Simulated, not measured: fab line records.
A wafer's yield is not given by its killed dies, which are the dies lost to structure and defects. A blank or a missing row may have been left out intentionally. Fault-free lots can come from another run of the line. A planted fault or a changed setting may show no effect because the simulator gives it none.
fab line records ; flow rit-cmos
record: lots: 7; wafers: 21; last-day: 7
route steps=202 shown PRETRO@67 GATE@75 FOX2@80 REOX@98 NLDD@103 M1@202
lots that met no fault: taken from a fault-free run of the same line
start-h: hours from the record's first day to the start of the lot's first wafer shown ; wait-h: hours from the lot's prior step to this one ; " unchanged from the row above ; L1.1+2: several wafers, shown together as one row ; - value missing, or start not given ; * or withheld: withheld ; < > ~ a bound
route shown NAME@n: NAME is a module with steps in the file, n the number in the route of the first one ; usual: mean/standard deviation taken from wafers without a fault ; same: alike in all rows ; chamber/n: place in a boat ; sites: the reading at each site ; _std_site: the standard deviation of these ; _edge_site: mean of outer sites minus mean of inner sites ; radius-mm: how far each site lies from the wafer's centre ; mask NAME#n: copy n ; behind: the tool/chamber that last shaped the wafer ; hold: why the lot was held/for how many hours/how that ended ; device: transistor that didn't switch, given as n, p or np ; end of line: the tests these same wafers got at the end of their route ; step lacking rows: just its recipe ; killed: dies lost to structure and defects at the first sort, not the wafer's yield ; map: a wafer's dies, marking killed ones x, the rest . and places with no die _
set.NAME: setting as actually run; set.NAME@STEP: the setting as run at that earlier step ; model.NAME: the simulator's own value behind a step, which no gauge read
a table for each step, a row for each wafer; lots at some steps of the route
services: a tool's chamber out of use, with start hour (start-h, from the record's first day; less than 0 if before it), hours out, and reason
== steps ==
step: RIT_PRETRO_EXPOSE_03
recipe: mask-id: M5; na: 0.57; target-cd-nm: 43700; dose-mj: 250
step: RIT_PRETRO_PEB_04
recipe: resist: NOVOLAK; temp-c: withheld; time-s: withheld
step: RIT_PRETRO_DEVELOP_05
recipe: resist: NOVOLAK; develop-time-s: 68; dev-temp-c: 23
step: RIT_PRETRO_OVL_MEAS_06
usual: PRETRO_OVL: -0.6/1.5
lot.wafer;tool;chamber;start-h;wait-h;PRETRO_OVL[nm]
L397.1;overlay-02;-;49.76;-;-1.0
L397.4;overlay-02;-;49.76;-;-0.9
L397.5;overlay-02;-;49.76;-;-1.1
L400.1;overlay-02;-;61.57;-;-3.4
L400.5;overlay-02;-;61.57;-;-0.4
L400.6;overlay-02;-;61.57;-;-3.5
L407.3;overlay-01;-;93.27;-;-1.4
L407.4;overlay-01;-;93.27;-;0.0
L407.5;overlay-01;-;93.27;-;2.2
L408.1;overlay-01;-;96.83;-;1.2
L408.4;overlay-01;-;96.83;-;2.9
L408.6;overlay-01;-;96.83;-;2.4
L409.3;overlay-02;-;102.43;-;-0.2
L409.4;overlay-02;-;102.43;-;0.6
L409.5;overlay-02;-;102.43;-;0.1
L412.2;overlay-02;-;116.92;-;0.7
L412.5;overlay-02;-;116.92;-;2.0
L412.6;overlay-02;-;116.92;-;3.0
L417.1;overlay-02;-;146.27;-;-0.5
L417.3;overlay-02;-;146.27;-;0.1
L417.5;overlay-02;-;146.27;-;0.3
step: RIT_PRETRO_HARDBAKE_07
recipe: resist: NOVOLAK; temp-c: 140; time-s: 120
step: RIT_PRETRO_IMPLANT_08
recipe: species: B; energy-kev: 45; dose-cm2: 1.2e+13; tilt-deg: 7
step: RIT_PRETRO_STRIP_09
recipe: chemistry: O2; time-s: 180; resist: NOVOLAK; platen-temp-c: withheld; power-w: 500; pressure-mtorr: 4000; o2-flow-sccm: 4000
usual: drypump-motor-current-A: 6.0/0.53
lot.wafer;tool;chamber;start-h;wait-h;drypump-motor-current-A;rf-hours-counter-h
L397.1;plasma-asher-01;1;50.21;0.1;5.1;41
L397.4;plasma-asher-01;0;50.21;0.1;6.6;-
L397.5;plasma-asher-01;1;50.21;0.1;5.1;-
L400.1;plasma-asher-02;1;62.01;0.1;6.4;27
L400.5;plasma-asher-02;0;62.01;0.1;6.1;-
L400.6;plasma-asher-02;1;62.01;0.1;6.4;-
L407.3;plasma-asher-02;0;93.76;0.1;6.1;-
L407.4;plasma-asher-02;1;93.76;0.1;6.4;-
L407.5;plasma-asher-02;1;93.76;0.1;6.4;-
L408.1;plasma-asher-03;1;97.26;0.1;5.6;44
L408.4;plasma-asher-03;0;97.26;0.1;6.4;-
L408.6;plasma-asher-03;1;97.26;0.1;5.6;-
L409.3;plasma-asher-01;1;103.06;0.1;5.1;-
L409.4;plasma-asher-01;0;103.06;0.1;6.6;-
L409.5;plasma-asher-01;1;103.06;0.1;5.1;-
L412.2;plasma-asher-03;0;117.35;0.1;6.4;46
L412.5;plasma-asher-03;1;117.35;0.1;5.6;-
L412.6;plasma-asher-03;0;117.35;0.1;6.4;-
L417.1;plasma-asher-02;1;146.73;0.1;6.4;37
L417.3;plasma-asher-02;1;146.73;0.1;6.4;-
L417.5;plasma-asher-02;1;146.73;0.1;6.4;-
step: RIT_PRETRO_TW_MEAS_10
usual: PRETRO_TW: 475.4/3
lot.wafer;tool;chamber;start-h;wait-h;PRETRO_TW
L397.1;film-metro-03;-;50.38;0.1;471.9
L397.4;film-metro-03;-;50.38;0.1;471.5
L397.5;film-metro-03;-;50.38;0.1;472.1
L400.1;film-metro-02;-;62.19;0.1;472.7
L400.5;film-metro-02;-;62.19;0.1;474.9
L400.6;film-metro-02;-;62.19;0.1;474.7
L407.3;film-metro-03;-;93.90;0.1;471.2
L407.4;film-metro-03;-;93.90;0.1;475.1
L407.5;film-metro-03;-;93.90;0.1;475.5
L408.1;film-metro-02;-;97.44;0.1;471.7
L408.4;film-metro-02;-;97.44;0.1;472.6
L408.6;film-metro-02;-;97.44;0.1;470.4
L409.3;film-metro-04;-;103.19;0.1;476.7
L409.4;film-metro-04;-;103.19;0.1;477.4
L409.5;film-metro-04;-;103.19;0.1;480.0
L412.2;film-metro-03;-;117.53;0.1;477.9
L412.5;film-metro-03;-;117.53;0.1;477.7
L412.6;film-metro-03;-;117.53;0.1;476.4
L417.1;film-metro-04;-;146.91;0.1;477.1
L417.3;film-metro-04;-;146.91;0.1;479.3
L417.5;film-metro-04;-;146.91;0.1;476.7
step: RIT_GATE_WET_ETCH_00
recipe: chemistry: BOE; target: SiO2; target-depth-nm: 56; time-s: 60; dry: n2-spin; dilution: 10:1; temp-c: 21.5
step: RIT_GATE_CLEAN_01
recipe: chemistry: SC1; mix: 3:3:50; time-s: 600; temp-c: 75
step: RIT_GATE_CLEAN_02
recipe: chemistry: dHF; dilution: 50:1; time-s: 30
step: RIT_GATE_CLEAN_03
recipe: chemistry: SC2; mix: 3:3:50; time-s: 600; temp-c: 75; dry: n2-spin
step: RIT_GATE_CLEAN_04
recipe: chemistry: dHF; dilution: 50:1; time-s: 60; dry: n2-spin
lot.wafer;tool;chamber;start-h;wait-h
L397.1+4+5;wet-bench-02;2;50.84;0.0
L400.1+5+6;wet-bench-03;1;62.64;0.0
L407.3+4+5;wet-bench-03;0;94.68;0.0
L408.1+4+6;wet-bench-03;1;97.89;0.0
L409.3+4+5;wet-bench-03;1;103.63;0.0
L412.2+5+6;wet-bench-02;3;118.15;0.0
L417.1+3+5;wet-bench-02;0;147.39;0.0
step: RIT_FOX2_THK_MEAS_91
recipe: reads: SiO2_of_FOX2_OXIDATION_00
usual: FIELD_OXIDE_LEFT_2_THK: 255/6.6
lot.wafer;tool;chamber;start-h;wait-h;FIELD_OXIDE_LEFT_2_THK[nm]
L397.1;film-metro-03;-;50.86;0.0;251
L397.4;film-metro-03;-;50.86;0.0;253
L397.5;film-metro-03;-;50.86;0.0;250
L400.1;film-metro-02;-;62.66;0.0;244
L400.5;film-metro-02;-;62.66;0.0;249
L400.6;film-metro-02;-;62.66;0.0;254
L407.3;film-metro-01;-;94.73;0.0;255
L407.4;film-metro-01;-;94.73;0.0;256
L407.5;film-metro-01;-;94.73;0.0;260
L408.1;film-metro-01;-;97.92;0.0;253
L408.4;film-metro-01;-;97.92;0.0;257
L408.6;film-metro-01;-;97.92;0.0;259
L409.3;film-metro-03;-;103.67;0.0;260
L409.4;film-metro-03;-;103.67;0.0;265
L409.5;film-metro-03;-;103.67;0.0;265
L412.2;film-metro-03;-;118.18;0.0;261
L412.5;film-metro-03;-;118.18;0.0;262
L412.6;film-metro-03;-;118.18;0.0;264
L417.1;film-metro-01;-;147.42;0.0;244
L417.3;film-metro-01;-;147.42;0.0;243
L417.5;film-metro-01;-;147.42;0.0;248
step: RIT_GATE_OXIDATION_05
recipe: temp-c: 900; ambient: O2; target-thk-a: 30; ox-time-s: 270
step: RIT_GATE_ANNEAL_06
recipe: temp-c: 900; time-s: 600; ambient: N2O
step: RIT_GATE_THK_MEAS_07
recipe: reads: SiO2_of_GATE_OXIDATION_05
usual: GATE_OXIDE_THK: 3.05/0.06
lot.wafer;tool;chamber;start-h;wait-h;GATE_OXIDE_THK[nm]
L397.1;film-metro-02;-;52.76;0.0;2.95
L397.4;film-metro-02;-;52.76;0.0;2.97
L397.5;film-metro-02;-;52.76;0.0;2.98
L400.1;film-metro-02;-;64.72;0.0;3.09
L400.5;film-metro-02;-;64.72;0.0;3.09
L400.6;film-metro-02;-;64.72;0.0;3.07
L407.3;film-metro-03;-;96.11;0.0;2.91
L407.4;film-metro-03;-;96.11;0.0;2.93
L407.5;film-metro-03;-;96.11;0.0;2.99
L408.1;film-metro-03;-;99.90;0.0;3.11
L408.4;film-metro-03;-;99.90;0.0;3.13
L408.6;film-metro-03;-;99.90;0.0;3.13
L409.3;film-metro-03;-;106.05;0.0;3.07
L409.4;film-metro-03;-;106.05;0.0;3.11
L409.5;film-metro-03;-;106.05;0.0;3.08
L412.2;film-metro-01;-;120.13;0.0;3.07
L412.5;film-metro-01;-;120.13;0.0;3.04
L412.6;film-metro-01;-;120.13;0.0;3.07
L417.1;film-metro-01;-;148.80;0.0;3.15
L417.3;film-metro-01;-;148.80;0.0;3.00
L417.5;film-metro-01;-;148.80;0.0;3.14
step: RIT_GATE_CVD_08
recipe: material: poly-Si; target-thk-nm: 250; temp-c: 610; precursor: SiH4; time-s: 2220; pressure-mtorr: 300; sih4-flow-sccm: 100
step: RIT_GATE_THK_MEAS_09
recipe: reads: poly-Si_of_GATE_CVD_08
usual: GATE_POLY_THK: 250.4/2.4
lot.wafer;tool;chamber;start-h;wait-h;GATE_POLY_THK[nm]
L397.1;film-metro-03;-;55.15;0.0;250.7
L397.4;film-metro-03;-;55.15;0.0;250.0
L397.5;film-metro-03;-;55.15;0.0;252.4
L400.1;film-metro-01;-;68.08;0.0;250.8
L400.5;film-metro-01;-;68.08;0.0;250.5
L400.6;film-metro-01;-;68.08;0.0;250.6
L407.3;film-metro-03;-;98.02;0.0;248.2
L407.4;film-metro-03;-;98.02;0.0;247.9
L407.5;film-metro-03;-;98.02;0.0;245.8
L408.1;film-metro-03;-;101.58;0.0;253.3
L408.4;film-metro-03;-;101.58;0.0;253.2
L408.6;film-metro-03;-;101.58;0.0;254.6
L409.3;film-metro-01;-;107.73;0.0;248.8
L409.4;film-metro-01;-;107.73;0.0;249.3
L409.5;film-metro-01;-;107.73;0.0;250.5
L412.2;film-metro-02;-;123.09;0.0;248.8
L412.5;film-metro-02;-;123.09;0.0;248.8
L412.6;film-metro-02;-;123.09;0.0;248.8
L417.1;film-metro-03;-;150.48;0.0;249.6
L417.3;film-metro-03;-;150.48;0.0;250.7
L417.5;film-metro-03;-;150.48;0.0;250.2
step: RIT_GATE_HMDS_10
recipe: prime-time-s: 60; prime-temp-c: 140
step: RIT_GATE_COAT_11
recipe: resist: NOVOLAK; spin-rpm: 4250; resist-thk-nm: 850
step: RIT_GATE_SOFTBAKE_12
recipe: resist: NOVOLAK; temp-c: 90; time-s: 60
step: RIT_GATE_EXPOSE_13
recipe: mask-id: M6; na: 0.6; source-shape: conventional; sigma-outer: 0.6; target-cd-nm: 150; dose-mj: 380
step: RIT_GATE_PEB_14
recipe: resist: NOVOLAK; temp-c: withheld; time-s: withheld
step: RIT_GATE_DEVELOP_15
recipe: resist: NOVOLAK; develop-time-s: 50; dev-temp-c: 23
step: RIT_GATE_CD_MEAS_16
recipe: target-cd-nm: 150
usual: cd-nm: 150.6/2
lot.wafer;tool;chamber;start-h;wait-h;cd-nm
L397.1;cd-sem-02;-;56.18;-;152.4
L397.4;cd-sem-02;-;56.18;-;153.4
L397.5;cd-sem-02;-;56.18;-;152.9
L400.1;cd-sem-01;-;69.40;-;153.1
L400.5;cd-sem-01;-;69.40;-;152.0
L400.6;cd-sem-01;-;69.40;-;150.8
L407.3;cd-sem-02;-;99.14;-;149.4
L407.4;cd-sem-02;-;99.14;-;148.8
L407.5;cd-sem-02;-;99.14;-;151.4
L408.1;cd-sem-01;-;102.70;-;154.3
L408.4;cd-sem-01;-;102.70;-;151.7
L408.6;cd-sem-01;-;102.70;-;152.5
L409.3;cd-sem-01;-;108.79;-;149.8
L409.4;cd-sem-01;-;108.79;-;152.0
L409.5;cd-sem-01;-;108.79;-;150.3
L412.2;cd-sem-02;-;124.01;-;151.3
L412.5;cd-sem-02;-;124.01;-;149.4
L412.6;cd-sem-02;-;124.01;-;150.6
L417.1;cd-sem-01;-;151.39;-;152.0
L417.3;cd-sem-01;-;151.39;-;149.7
L417.5;cd-sem-01;-;151.39;-;151.2
step: RIT_GATE_OVL_MEAS_17
usual: GATE_OVL: 0.1/1.3
lot.wafer;tool;chamber;start-h;wait-h;GATE_OVL[nm]
L397.1;overlay-01;-;56.30;0.1;-1.8
L397.4;overlay-01;-;56.30;0.1;-1.0
L397.5;overlay-01;-;56.30;0.1;-3.4
L400.1;overlay-01;-;69.52;0.1;-0.2
L400.5;overlay-01;-;69.52;0.1;-2.6
L400.6;overlay-01;-;69.52;0.1;-1.2
L407.3;overlay-02;-;99.23;0.1;0.9
L407.4;overlay-02;-;99.23;0.1;0.5
L407.5;overlay-02;-;99.23;0.1;0.6
L408.1;overlay-02;-;102.82;0.1;-1.1
L408.4;overlay-02;-;102.82;0.1;-1.1
L408.6;overlay-02;-;102.82;0.1;1.7
L409.3;overlay-01;-;108.88;0.1;-0.4
L409.4;overlay-01;-;108.88;0.1;-0.3
L409.5;overlay-01;-;108.88;0.1;-0.2
L412.2;overlay-02;-;124.12;0.1;-0.4
L412.5;overlay-02;-;124.12;0.1;-1.1
L412.6;overlay-02;-;124.12;0.1;1.3
L417.1;overlay-01;-;151.51;0.1;2.3
L417.3;overlay-01;-;151.51;0.1;0.9
L417.5;overlay-01;-;151.51;0.1;-0.2
step: RIT_GATE_HARDBAKE_18
recipe: resist: NOVOLAK; temp-c: 140; time-s: 60
step: RIT_GATE_ETCH_19
recipe: chemistry: SF6/CHF3/O2; time-s: 165; SF6_flow_sccm: 30; CHF3_flow_sccm: 30; O2_flow_sccm: 5; target: poly-Si; pressure-mtorr: 40; rf-w: 160; target-depth-a: 3125; over-etch-frac: 0.25; stop-on: SiO2
usual: drypump-motor-current-A: 5.50/0.2; oes-product-au: 0.851/0.013; throttle-valve-pct: 10.22/0.14
lot.wafer;tool;chamber;start-h;wait-h;drypump-motor-current-A;oes-product-au;rf-hours-counter-h;throttle-valve-pct
L397.1;rie-si-01;0;56.57;0.1;5.13;0.859;127;10.15
L397.4;rie-si-01;2;56.57;0.1;5.48;0.847;130;10.36
L397.5;rie-si-01;2;56.57;0.1;5.48;0.857;-;10.35
L400.1;rie-si-01;2;69.94;0.1;5.50;0.859;130;10.35
L400.5;rie-si-01;2;69.94;0.1;5.47;0.851;-;10.35
L400.6;rie-si-01;3;69.94;0.1;5.50;0.842;-;10.20
L407.3;rie-si-01;0;99.41;0.1;5.11;0.850;127;10.15
L407.4;rie-si-01;3;99.41;0.1;5.51;0.828;7;10.21
L407.5;rie-si-01;0;99.41;0.1;5.09;0.841;-;10.16
L408.1;rie-si-02;0;103.01;0.1;5.79;0.873;149;10.25
L408.4;rie-si-02;2;103.01;0.1;5.41;0.879;1;10.14
L408.6;rie-si-02;3;103.01;0.1;5.32;0.846;-;10.41
L409.3;rie-si-01;0;109.05;0.1;5.10;0.849;128;10.16
L409.4;rie-si-01;2;109.05;0.1;5.47;0.857;130;10.35
L409.5;rie-si-01;3;109.05;0.1;5.50;0.848;-;10.21
L412.2;rie-si-02;2;124.30;0.1;5.41;0.871;1;10.15
L412.5;rie-si-02;1;124.30;0.1;5.61;0.832;-;10.23
L412.6;rie-si-02;3;124.30;0.1;5.36;0.838;-;10.40
L417.1;rie-si-01;2;151.69;0.1;5.50;0.848;131;10.34
L417.3;rie-si-01;0;151.69;0.1;5.11;0.853;128;10.15
L417.5;rie-si-01;1;151.69;0.1;5.74;0.847;-;9.95
step: RIT_GATE_STRIP_20
recipe: chemistry: O2; time-s: 180; resist: NOVOLAK; platen-temp-c: withheld; power-w: 500; pressure-mtorr: 4000; o2-flow-sccm: 4000
usual: drypump-motor-current-A: 6.0/0.39
lot.wafer;tool;chamber;start-h;wait-h;drypump-motor-current-A;rf-hours-counter-h
L397.1;plasma-asher-03;0;56.68;0.1;6.5;39
L397.4;plasma-asher-03;1;56.68;0.1;5.6;-
L397.5;plasma-asher-03;0;56.68;0.1;6.5;-
L400.1;plasma-asher-02;0;70.05;0.1;6.1;28
L400.5;plasma-asher-02;0;70.05;0.1;6.1;-
L400.6;plasma-asher-02;1;70.05;0.1;6.4;-
L407.3;plasma-asher-03;0;99.58;0.1;6.4;-
L407.4;plasma-asher-03;1;99.58;0.1;5.6;-
L407.5;plasma-asher-03;0;99.58;0.1;6.5;-
L408.1;plasma-asher-04;0;103.11;0.1;6.0;46
L408.4;plasma-asher-04;1;103.11;0.1;5.4;-
L408.6;plasma-asher-04;1;103.11;0.1;5.4;-
L409.3;plasma-asher-03;1;109.22;0.1;5.6;-
L409.4;plasma-asher-03;0;109.22;0.1;6.5;-
L409.5;plasma-asher-03;1;109.22;0.1;5.6;-
L412.2;plasma-asher-04;0;124.41;0.1;6.1;1
L412.5;plasma-asher-04;0;124.41;0.1;6.0;-
L412.6;plasma-asher-04;1;124.41;0.1;5.4;-
L417.1;plasma-asher-03;0;151.80;0.1;6.4;50
L417.3;plasma-asher-03;0;151.80;0.1;6.5;-
L417.5;plasma-asher-03;0;151.80;0.1;6.5;-
step: RIT_GATE_CD_MEAS_90
recipe: target-cd-nm: 150
usual: cd-nm: 150.6/2
lot.wafer;tool;chamber;start-h;wait-h;cd-nm
L397.1;cd-sem-02;-;56.86;0.1;152.9
L397.4;cd-sem-02;-;56.86;0.1;153.6
L397.5;cd-sem-02;-;56.86;0.1;152.8
L400.1;cd-sem-01;-;70.22;0.1;153.6
L400.5;cd-sem-01;-;70.22;0.1;152.0
L400.6;cd-sem-01;-;70.22;0.1;151.1
L407.3;cd-sem-01;-;99.73;0.1;149.8
L407.4;cd-sem-01;-;99.73;0.1;148.4
L407.5;cd-sem-01;-;99.73;0.1;151.5
L408.1;cd-sem-02;-;103.29;0.1;153.9
L408.4;cd-sem-02;-;103.29;0.1;151.3
L408.6;cd-sem-02;-;103.29;0.1;152.3
L409.3;cd-sem-02;-;109.38;0.1;150.0
L409.4;cd-sem-02;-;109.38;0.1;152.1
L409.5;cd-sem-02;-;109.38;0.1;150.6
L412.2;cd-sem-02;-;124.60;0.1;151.8
L412.5;cd-sem-02;-;124.60;0.1;149.2
L412.6;cd-sem-02;-;124.60;0.1;150.7
L417.1;cd-sem-02;-;151.98;0.1;151.8
L417.3;cd-sem-02;-;151.98;0.1;150.4
L417.5;cd-sem-02;-;151.98;0.1;151.0
step: RIT_REOX_CLEAN_00
recipe: chemistry: SC1; mix: 3:3:50; time-s: 600; temp-c: 75
step: RIT_REOX_CLEAN_01
recipe: chemistry: dHF; dilution: 50:1; time-s: 30
step: RIT_REOX_CLEAN_02
recipe: chemistry: SC2; mix: 3:3:50; time-s: 600; temp-c: 75; dry: n2-spin
step: RIT_REOX_OXIDATION_03
recipe: temp-c: 900; ambient: O2; target-thk-a: 252; ox-time-s: 5580
step: RIT_REOX_THK_MEAS_04
recipe: reads: SiO2_of_REOX_OXIDATION_03
usual: REOX_OXIDE_THK: 25.2/0.45
lot.wafer;tool;chamber;start-h;wait-h;REOX_OXIDE_THK[nm]
L397.1;film-metro-04;-;60.58;0.0;25.2
L397.4;film-metro-04;-;60.58;0.0;25.6
L397.5;film-metro-04;-;60.58;0.0;25.3
L400.1;film-metro-03;-;74.60;0.0;25.1
L400.5;film-metro-03;-;74.60;0.0;24.9
L400.6;film-metro-03;-;74.60;0.0;25.2
L407.3;film-metro-04;-;103.90;0.0;25.1
L407.4;film-metro-04;-;103.90;0.0;25.0
L407.5;film-metro-04;-;103.90;0.0;24.9
L408.1;film-metro-01;-;106.53;0.0;25.1
L408.4;film-metro-01;-;106.53;0.0;25.3
L408.6;film-metro-01;-;106.53;0.0;25.5
L409.3;film-metro-04;-;112.41;0.0;25.3
L409.4;film-metro-04;-;112.41;0.0;25.1
L409.5;film-metro-04;-;112.41;0.0;24.8
L412.2;film-metro-01;-;127.63;0.0;25.3
L412.5;film-metro-01;-;127.63;0.0;25.2
L412.6;film-metro-01;-;127.63;0.0;25.4
L417.1;film-metro-04;-;155.68;0.0;24.9
L417.3;film-metro-04;-;155.68;0.0;24.6
L417.5;film-metro-04;-;155.68;0.0;24.9
step: RIT_NLDD_HMDS_00
recipe: prime-time-s: 60; prime-temp-c: 140
step: RIT_NLDD_COAT_01
recipe: resist: NOVOLAK; spin-rpm: 3250; resist-thk-nm: 1000
step: RIT_NLDD_SOFTBAKE_02
recipe: resist: NOVOLAK; temp-c: 90; time-s: 60
step: RIT_NLDD_EXPOSE_03
recipe: mask-id: M7; na: 0.57; target-cd-nm: 40700; dose-mj: 250
step: RIT_NLDD_PEB_04
recipe: resist: NOVOLAK; temp-c: withheld; time-s: withheld
step: RIT_NLDD_DEVELOP_05
recipe: resist: NOVOLAK; develop-time-s: 50; dev-temp-c: 23
step: RIT_M1_PROBE_99
usual: killed-at-contacts: 0.1/0.25; killed-at-front-end: 8/3.3; killed-dies: 8/3.3; killed-open: 3.9/2.1; killed-short: 3.8/2.2
same: gross-dies: 264; killed_at_M0_to_M3: 0; killed_at_M4_up: 0; killed-at-back-side: 0; killed-at-other: 0
lot.wafer;tool;chamber;start-h;wait-h;killed-at-contacts;killed-at-front-end;killed-dies;killed-open;killed-short
L397.1;prober-02;-;79.46;0.1;0;5;5;1;4
L397.4;prober-02;-;79.61;0.2;0;5;5;1;4
L397.5;prober-02;-;79.66;0.2;0;10;10;5;5
L400.1;prober-02;-;92.54;0.1;1;3;4;2;2
L400.5;prober-02;-;92.74;0.2;0;8;8;4;4
L400.6;prober-02;-;92.79;0.2;0;5;5;2;3
L407.3;prober-02;-;121.59;0.2;0;33;33;5;4
L407.4;prober-02;-;121.64;0.2;1;34;35;7;5
L407.5;prober-02;-;121.69;0.2;0;37;37;7;4
L408.1;prober-01;-;123.53;0.1;0;30;30;4;3
L408.4;prober-01;-;123.68;0.2;0;29;29;3;1
L408.6;prober-01;-;123.78;0.2;1;30;31;4;2
L409.3;prober-02;-;129.52;0.2;0;27;27;2;3
L409.4;prober-02;-;129.57;0.2;0;27;27;3;1
L409.5;prober-02;-;129.62;0.2;0;33;33;4;0
L412.2;prober-01;-;146.01;0.1;0;9;9;3;6
L412.5;prober-01;-;146.16;0.2;0;6;6;4;2
L412.6;prober-01;-;146.21;0.2;0;8;8;2;6
L417.1;prober-02;-;173.74;0.1;0;8;8;3;4
L417.3;prober-02;-;173.84;0.2;0;6;6;3;3
L417.5;prober-02;-;173.94;0.2;0;6;6;3;3
killed by level:class
L397.1 SILICIDE:geometric-particle:short=2 FOX1:geometric-particle:short=1 GATE:geometric-particle:open=1 GATE:geometric-particle:short=1
L397.4 GATE:geometric-particle:short=3 FOX2:geometric-particle:short=1 GATE:geometric-particle:open=1
L397.5 GATE:geometric-particle:open=4 GATE:geometric-particle:short=2 SILICIDE:geometric-particle:short=2 FOX2:geometric-particle:short=1 REOX:geometric-particle:open=1
L400.1 GATE:geometric-particle:short=2 SPACER:geometric-particle:open=1 CONTACT:geometric-particle:open=1
L400.5 GATE:geometric-particle:open=2 SILICIDE:geometric-particle:open=2 FOX2:geometric-particle:short=1 GATE:geometric-particle:short=1 REOX:geometric-particle:short=1 SPACER:geometric-particle:short=1
L400.6 GATE:geometric-particle:short=2 GATE:geometric-particle:open=1 SPACER:geometric-particle:short=1 SPACER:geometric-particle:open=1
L407.3 GATE:unspecified=24 GATE:geometric-particle:short=3 GATE:geometric-particle:open=2 SILICIDE:geometric-particle:open=2 FOX1:geometric-particle:open=1 SILICIDE:geometric-particle:short=1
L407.4 GATE:unspecified=23 GATE:geometric-particle:short=3 GATE:geometric-particle:open=2 FOX1:geometric-particle:open=1 FOX2:geometric-particle:short=1 FOX2:geometric-particle:open=1 REOX:geometric-particle:open=1 SPACER:geometric-particle:open=1
L407.5 GATE:unspecified=26 GATE:geometric-particle:open=5 FOX1:geometric-particle:short=2 FOX2:geometric-particle:open=1 GATE:geometric-particle:short=1 REOX:geometric-particle:short=1 REOX:geometric-particle:open=1
L408.1 GATE:unspecified=23 GATE:geometric-particle:open=2 FOX1:geometric-particle:short=1 FOX1:geometric-particle:open=1 REOX:geometric-particle:short=1 SILICIDE:geometric-particle:short=1 SILICIDE:geometric-particle:open=1
L408.4 GATE:unspecified=25 REOX:geometric-particle:open=2 REOX:geometric-particle:short=1 SILICIDE:geometric-particle:open=1
L408.6 GATE:unspecified=25 SILICIDE:geometric-particle:open=2 GATE:geometric-particle:open=1 SPACER:geometric-particle:open=1 SILICIDE:geometric-particle:short=1 CONTACT:geometric-particle:short=1
L409.3 GATE:unspecified=22 GATE:geometric-particle:short=3 FOX1:geometric-particle:open=1 GATE:geometric-particle:open=1
L409.4 GATE:unspecified=23 GATE:geometric-particle:open=2 FOX2:geometric-particle:short=1 SPACER:geometric-particle:open=1
L409.5 GATE:unspecified=29 GATE:geometric-particle:open=2 FOX2:geometric-particle:open=1 REOX:geometric-particle:open=1
L412.2 FOX1:geometric-particle:short=2 GATE:geometric-particle:open=2 GATE:geometric-particle:short=2 SILICIDE:geometric-particle:short=2 SILICIDE:geometric-particle:open=1
L412.5 GATE:geometric-particle:open=2 GATE:geometric-particle:short=2 FOX2:geometric-particle:open=1 SPACER:geometric-particle:open=1
L412.6 GATE:geometric-particle:short=2 REOX:geometric-particle:short=2 SPACER:geometric-particle:short=2 GATE:geometric-particle:open=1 SPACER:geometric-particle:open=1
L417.1 GATE:geometric-particle:short=3 FOX2:geometric-particle:short=1 FOX2:geometric-particle:open=1 GATE:geometric-particle:open=1 SILICIDE:geometric-particle:open=1 PWELL:coat-microbubble-printed=1
L417.3 GATE:geometric-particle:open=2 FOX1:geometric-particle:short=1 GATE:geometric-particle:short=1 REOX:geometric-particle:short=1 SPACER:geometric-particle:open=1
L417.5 GATE:geometric-particle:short=2 FOX1:geometric-particle:open=1 GATE:geometric-particle:open=1 REOX:geometric-particle:short=1 SILICIDE:geometric-particle:open=1
map L407.5 (x killed, . not)
________......._______
_____.......x.....____
____............x.x___
___......x..........__
__x.................._
__..x................_
_.....................
_..............x.xxx.x
_..........x...xxxxxxx
_.............xxxxxxx.
__...........xxxxxxxx_
__.xx................_
___...........x.....__
____...............___
_____.............____
________......._______
map L408.6 (x killed, . not)
________......._______
_____.............____
____...............___
___......x..xx......__
__...x.....xxxx.x...._
__........xxxxxx.x..._
_..........xxxxxx.....
_...........xxxxx.....
_.....x...............
_.....................
__..................._
__..................._
___.x...............__
____...............___
_____......x......____
________...x..._______
== services ==
tool;chamber;start-h;hours;kind
rie-si-01;2;26.67;2.1;repair
rie-si-02;0;67.45;2.5;repair
rie-si-02;2;72.35;3.4;repair
plasma-asher-03;-;99.70;4.1;repair
plasma-asher-04;-;108.75;9.0;pm
plasma-asher-04;0;108.75;9.0;vent-cycle
plasma-asher-04;1;108.75;9.0;vent-cycle
plasma-asher-01;-;112.34;9.9;pm
rie-si-02;0;116.19;-;clean
rie-si-02;0;116.19;20.9;scheduled-down
rie-si-02;0;116.19;20.9;vent-cycle
plasma-asher-04;0;117.75;-;clean
plasma-asher-04;1;117.75;-;clean
rie-si-02;3;143.70;-;clean
rie-si-02;3;143.70;14.3;scheduled-down
rie-si-02;3;143.70;14.3;vent-cycle
== key ==
first-sign: step: RIT_M1_PROBE_99; reading: killed-dies; direction: up; sigmas: 7.1; usual: 8; struck: 31
effect: step: RIT_M1_PROBE_99; reading: killed-at-front-end; direction: up; sigmas: 7; usual: 8; struck: 31
met-at RIT_GATE_CLEAN_04
struck-wafers L407.3,L407.4,L407.5,L408.1,L408.4,L408.6,L409.3,L409.4,L409.5
tester-left-out L407,L408,L409
onset-between 62.64 94.68
fault: kind: chamber-particle-source; tool: wet-bench-03; chamber: -; onset-h: 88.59; steps: RIT_GATE_CLEAN_04; rate-per-visit-cm2: 0.41224; end-h: 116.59
tester-left-out: of these lots the tester's yield and bins aren't shown, on N5 and GAA mostly nor the transistor test; their killed dies are dies lost to structure and defects alone, not to doping, threshold or leakage, so they don't give the yield
